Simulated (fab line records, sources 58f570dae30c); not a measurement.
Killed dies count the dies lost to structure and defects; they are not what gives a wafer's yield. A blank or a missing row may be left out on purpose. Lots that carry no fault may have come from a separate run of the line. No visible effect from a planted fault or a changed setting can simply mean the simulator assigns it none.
Which tool did it?	flow berkeley cmos170	14 lots with 42 wafers sampled at 4 steps, on a route of 331 steps

WHAT EACH GAUGE READ, for each wafer
UCB170_SDANNEAL_RS_MEAS_02: measures by four-point-probe. Usual: PSD_RS 75.7 ohm/sq, standard deviation 0.33.
lot	measured	on	PSD_RS (ohm/sq)	flag
L197	day 7 19:23	film metro-03	75.5 75.6 75.9	
L198	day 8 07:20	film metro-03	75.4 75.8 75.9	
L199	day 8 06:40	film metro-01	75.4 75.6 75.6	
L200	day 8 19:07	film metro-02	75.3 75.5 75.7	
L201	day 8 20:24	film metro-03	75.8 75.6 75.5	
L202	day 8 19:58	film metro-02	76.1 76.5 76.6	
L203	day 9 09:11	film metro-02	75.3 75.2 75.1	
L204	day 9 09:47	film metro-02	75.9 75.7 76.1	
L205	day 9 20:07	film metro-01	75.7 75.6 75.5	
L207	day 9 19:49	film metro-02	75.3 75.5 75.1	
L209	day 10 12:50	film metro-01	75.7 76.2 75.9	
L214	day 11 16:13	film metro-01	75.5 75.7 75.7	
L215	day 11 15:51	film metro-03	75.6 76.1 76.0	
L216	day 11 16:38	film metro-02	75.7 75.8 75.6	

UCB170_CONTACT_CD_MEAS_15 targets a cd of 700 nm. Usual: cd nm reads 700.5 nm (standard deviation 1.5).
lot	measured	on	cd nm (nm)	flag
L197	day 8 01:40	cd sem-02	700.8 701.9 699.1	
L198	day 8 11:58	cd sem-01	699.9 700.4 700.8	
L199	day 8 11:13	cd sem-02	696.8 698.8 698.2	
L200	day 9 00:10	cd sem-01	698.8 700.1 699.7	
L201	day 9 02:36	cd sem-01	699.9 699.2 699.8	
L202	day 9 03:30	cd sem-02	699.9 701.9 701.3	
L203	day 9 13:41	cd sem-01	702.4 701.8 701.7	
L204	day 9 14:19	cd sem-02	699.8 699.4 699.0	
L205	day 10 02:19	cd sem-02	700.7 700.6 701.1	
L207	day 10 01:02	cd sem-02	699.1 699.8 699.8	
L209	day 10 20:07	cd sem-02	699.1 700.1 698.6	
L214	day 11 21:44	cd sem-02	703.0 701.0 702.5	
L215	day 11 21:35	cd sem-01	700.9 701.9 702.0	
L216	day 11 23:12	cd sem-02	701.8 702.6 703.4	

TOOL THAT RAN EACH LOT (tool first, then ch and the chambers of the sampled wafers, then the start)
lot	UCB170_PWELL_WET_ETCH_20	UCB170_BACKSIDE_STRIP_03
L197	wet bench-04 ch 2, day 3 09:13	plasma asher-03 ch 0,1, day 7 18:48
L198	wet bench-01 ch 2, day 3 15:49	plasma asher-03 ch 0,1, day 8 06:54
L199	wet bench-04 ch 1, day 3 17:08	plasma asher-02 ch 0,1, day 8 06:16
L200	wet bench-01 ch 2, day 4 00:08	plasma asher-02 ch 1, day 8 18:40
L201	wet bench-01 ch 2, day 4 09:05	plasma asher-03 ch 0,1, day 8 19:55
L202	wet bench-04 ch 1, day 4 09:23	plasma asher-04 ch 0,1, day 8 19:30
L203	wet bench-02 ch 2, day 4 19:20	plasma asher-02 ch 0,1, day 9 08:44
L204	wet bench-04 ch 2, day 4 20:29	plasma asher-04 ch 0,1, day 9 09:23
L205	wet bench-01 ch 1, day 5 07:28	plasma asher-02 ch 0,1, day 9 19:43
L207	wet bench-04 ch 2, day 5 17:04	plasma asher-04 ch 0,1, day 9 19:25
L209	wet bench-04 ch 0, day 6 12:10	plasma asher-04 ch 0,1, day 10 12:07
L214	wet bench-04 ch 1, day 7 09:55	plasma asher-02 ch 0,1, day 11 15:48
L215	wet bench-01 ch 2, day 7 12:37	plasma asher-04 ch 0,1, day 11 15:21
L216	wet bench-04 ch 2, day 7 20:47	plasma asher-03 ch 0,1, day 11 16:05
- UCB170_PWELL_WET_ETCH_20: etches SiO2 in BOE, time 22 s.
- UCB170_BACKSIDE_STRIP_03: strips in O2.

AS READ BY THE TOOLS THEMSELVES (means over the sampled wafers that have a number; for cases with no such wafer, the mark the record gives instead)
UCB170_PWELL_WET_ETCH_20. Usual: bath heat duty pct 6.8 %, standard deviation 0.83; run length s 51.6 s, standard deviation 2.5.
lot	tool	bath heat duty pct (%)	run length s (s)	flag
L197	wet bench-04	6.8	49.5	
L198	wet bench-01	7.0	53.8	
L199	wet bench-04	7.7	49.3	
L200	wet bench-01	6.7	53.7	
L201	wet bench-01	7.4	48.6	
L202	wet bench-04	7.6	48.6	
L203	wet bench-02	6.4	53.5	
L204	wet bench-04	6.2	48.8	
L205	wet bench-01	5.5	49.0	
L207	wet bench-04	6.6	48.7	
L209	wet bench-04	6.5	54.5	
L214	wet bench-04	-	-	OFF
L215	wet bench-01	-	-	OFF
L216	wet bench-04	6.9	49.1	

UCB170_BACKSIDE_STRIP_03. Usual: drypump motor current A 6.1 A, standard deviation 0.33; o2 flow sccm 399.9 sccm, standard deviation 1.3; oes product au 0.735 a.u., standard deviation 0.0047; strip time to endpoint s 21.95 s, standard deviation 0.064.
lot	tool	drypump motor current A (A)	o2 flow sccm (sccm)	oes product au (a.u.)	strip time to endpoint s (s)	flag
L197	plasma asher-03	6.4	400.0	0.733	21.90	
L198	plasma asher-03	6.5	400.9	0.736	22.07	
L199	plasma asher-02	6.2	399.9	0.740	21.92	
L200	plasma asher-02	6.3	396.6	0.734	21.94	
L201	plasma asher-03	6.2	400.3	0.733	21.92	
L202	plasma asher-04	5.7	399.9	0.732	21.87	
L203	plasma asher-02	6.2	400.5	0.739	21.88	
L204	plasma asher-04	5.8	399.3	0.734	22.00	
L205	plasma asher-02	6.2	400.3	0.739	21.89	
L207	plasma asher-04	5.8	399.9	0.740	21.91	
L209	plasma asher-04	5.8	400.6	0.736	21.95	
L214	plasma asher-02	6.2	401.3	0.731	21.97	
L215	plasma asher-04	5.8	399.2	0.732	21.91	
L216	plasma asher-03	6.5	399.1	0.727	21.93	

THE ANSWER, worked out from the rows above alone
Rule: a lot counts as off when the mean over its wafers that have a number is more than 3 standard deviations away from the usual mean. Also off: a lot with no number at a reading for which 4 or more lots have one. Where the step has rows for the other lots, those lots are counted as sound. The gauges are gone through in route order, then the tools' own readings, and for those a lot's mean is taken as printed above. At the first step where some lot is off, the reading lying furthest off is the one used; lots without a number count as furthest.
Off: L214, L215, at UCB170_PWELL_WET_ETCH_20 (bath heat duty pct). Without a number there: L214, L215.
A tool fits if, at that step or a process step before it, it ran every lot that is off, and no sound lot after the first of them. No candidate that was tried fits.

WHAT THE SIMULATOR HAD INSERTED
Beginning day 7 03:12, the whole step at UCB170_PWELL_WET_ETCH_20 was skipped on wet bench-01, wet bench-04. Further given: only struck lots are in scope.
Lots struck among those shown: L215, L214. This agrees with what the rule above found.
